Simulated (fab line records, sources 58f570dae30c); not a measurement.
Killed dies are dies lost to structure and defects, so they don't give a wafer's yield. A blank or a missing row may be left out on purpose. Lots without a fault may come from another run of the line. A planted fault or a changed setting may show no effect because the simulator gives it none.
Which tool did it? | flow berkeley_cmos170 | 14 lots, 42 wafers sampled, at 3 steps of a route of 331

WHAT THE GAUGES READ, wafer by wafer
UCB170_NWELL_THK_MEAS_05.
lot  | measured    | on            | NWELL_NITRIDE_THK (nm)
L605 | day 2 12:19 | film_metro-03 | 224.3 225.6 224.8
L606 | day 2 17:07 | film_metro-04 | 223.9 225.2 223.5
L607 | day 3 01:16 | film_metro-04 | 228.6 228.7 229.1
L609 | day 3 01:16 | film_metro-03 | 222.2 222.9 224.8
L608 | day 3 01:17 | film_metro-02 | 222.3 222.1 221.5
L610 | day 3 16:33 | film_metro-03 | 224.4 224.8 225.2
L611 | day 3 16:37 | film_metro-03 | 218.5 219.9 220.1
L613 | day 4 02:30 | film_metro-02 | 227.5 226.8 227.2
L615 | day 4 14:11 | film_metro-03 | 221.6 222.4 220.7
L623 | day 6 14:33 | film_metro-02 | 229.1 227.9 227.5
L624 | day 6 14:33 | film_metro-03 | 226.9 226.4 226.6
L625 | day 6 14:33 | film_metro-04 | 228.4 226.4 226.6
L627 | day 6 22:38 | film_metro-02 | 226.0 225.4 223.6
L628 | day 7 13:10 | film_metro-04 | 226.1 227.9 229.1

UCB170_NWELL_TW_MEAS_16.
lot  | measured    | on            | NWELL_TW
L605 | day 2 13:49 | film_metro-02 | 1231 1229 1232
L606 | day 2 18:32 | film_metro-02 | 1242 1231 1234
L607 | day 3 03:18 | film_metro-03 | 1267 1260 1273
L609 | day 3 03:04 | film_metro-02 | 1230 1237 1235
L608 | day 3 03:34 | film_metro-03 | 1268 1272 1265
L610 | day 3 18:45 | film_metro-03 | 1264 1268 1266
L611 | day 3 19:02 | film_metro-03 | 1267 1271 1270
L613 | day 4 03:55 | film_metro-03 | 1260 1263 1270
L615 | day 4 16:00 | film_metro-02 | 1233 1230 1231
L623 | day 6 16:48 | film_metro-03 | 1258 1258 1267
L624 | day 6 16:59 | film_metro-04 | 1232 1229 1240
L625 | day 6 17:04 | film_metro-02 | 1233 1224 1231
L627 | day 7 00:22 | film_metro-04 | 1244 1247 1245
L628 | day 7 14:42 | film_metro-02 | 1220 1211 1221

UCB170_ACTIVE_THK_MEAS_06.
lot  | measured     | on            | ACTIVE_NITRIDE_THK (nm)
L605 | day 4 16:44  | film_metro-01 | 216.2 214.9 215.2
L606 | day 4 16:44  | film_metro-02 | 218.9 218.4 217.4
L607 | day 5 07:25  | film_metro-01 | 218.7 220.4 218.7
L609 | day 5 07:25  | film_metro-03 | 218.4 218.3 221.2
L608 | day 5 07:26  | film_metro-02 | 221.6 221.5 220.5
L610 | day 6 03:04  | film_metro-03 | 222.3 223.6 223.8
L611 | day 5 18:52  | film_metro-03 | 220.6 221.6 221.7
L613 | day 6 16:57  | film_metro-03 | 218.1 217.4 218.1
L615 | day 6 20:56  | film_metro-01 | 221.8 221.7 221.3
L623 | day 9 22:36  | film_metro-03 | 217.5 220.4 219.3
L624 | day 9 22:32  | film_metro-03 | 220.7 221.9 220.3
L625 | day 9 22:32  | film_metro-01 | 219.3 219.9 221.6
L627 | day 9 22:36  | film_metro-01 | 216.9 217.1 216.9
L628 | day 10 04:27 | film_metro-01 | 219.6 219.6 219.9

WHICH TOOL RAN EACH LOT (tool, then ch and the chambers of the sampled wafers, then the start)
The record holds no process step before these readings.

WHAT THE TOOLS THEMSELVES READ (means of the sampled wafers that have a number; where no wafer has one, the mark that the record gives instead)
The record holds no such reading with a usual standard deviation.

THE ANSWER, worked out from the rows above alone
Rule: what is usual is taken from the lots themselves. Put in order of their means at a reading, lots are off if they are a third of the lots or fewer, leave a main group of 4 or more, and stand apart from it by a gap of 3 or more times the standard deviation of the main group's means; of several such gaps the widest counts. A main group whose means are all the same, to the digits that the tables above print for the reading, isn't used. A lot without any number at a reading at which 4 lots or more have one is off too. The other lots that the step has rows for count as sound. The gauges are gone through in route order, then the tools' own readings, and for those a lot's mean is taken as printed above. The first step at which some lot is off is used, and at that step the reading that is off furthest; a lot without a number counts as furthest.
No lot is off at any reading shown: from this, nothing can be told.

WHAT THE SIMULATOR HAD PUT IN
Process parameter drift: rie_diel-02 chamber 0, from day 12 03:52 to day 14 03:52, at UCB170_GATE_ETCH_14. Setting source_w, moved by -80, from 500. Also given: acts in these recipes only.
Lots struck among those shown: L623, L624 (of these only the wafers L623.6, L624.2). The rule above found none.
